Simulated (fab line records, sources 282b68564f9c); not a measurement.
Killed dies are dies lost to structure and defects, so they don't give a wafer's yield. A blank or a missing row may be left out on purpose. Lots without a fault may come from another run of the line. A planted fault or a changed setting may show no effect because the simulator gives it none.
Which tool did it? | flow rit_cmos | 7 lots, 21 wafers sampled, at 1 step of a route of 202

WHAT THE GAUGES READ, wafer by wafer
RIT_FOX2_THK_MEAS_90.
lot  | measured    | on            | FIELD_OXIDE_LEFT_1_THK (nm)
L648 | day 2 07:25 | film_metro-03 | 324 326 320
L650 | day 2 17:03 | film_metro-02 | 331 326 328
L654 | day 3 11:14 | film_metro-01 | 327 329 330
L660 | day 4 18:28 | film_metro-01 | 321 320 320
L662 | day 5 05:15 | film_metro-03 | 322 326 323
L665 | day 5 20:31 | film_metro-03 | 321 327 326
L668 | day 6 12:32 | film_metro-01 | 324 319 324

WHICH TOOL RAN EACH LOT (tool, then ch and the chambers of the sampled wafers, then the start)
The record holds no process step before these readings.

THE ANSWER, worked out from the rows above alone
Rule: what is usual is taken from the lots themselves. Put in order of their means at a reading, lots are off if they are a third of the lots or fewer, leave a main group of 4 or more, and stand apart from it by a gap of 3 or more times the standard deviation of the main group's means; of several such gaps the widest counts. A main group whose means are all the same, to the digits that the tables above print for the reading, isn't used. A lot without any number at a reading at which 4 lots or more have one is off too. The other lots that the step has rows for count as sound.
No lot is off at any reading shown: from this, nothing can be told.

WHAT THE SIMULATOR HAD PUT IN
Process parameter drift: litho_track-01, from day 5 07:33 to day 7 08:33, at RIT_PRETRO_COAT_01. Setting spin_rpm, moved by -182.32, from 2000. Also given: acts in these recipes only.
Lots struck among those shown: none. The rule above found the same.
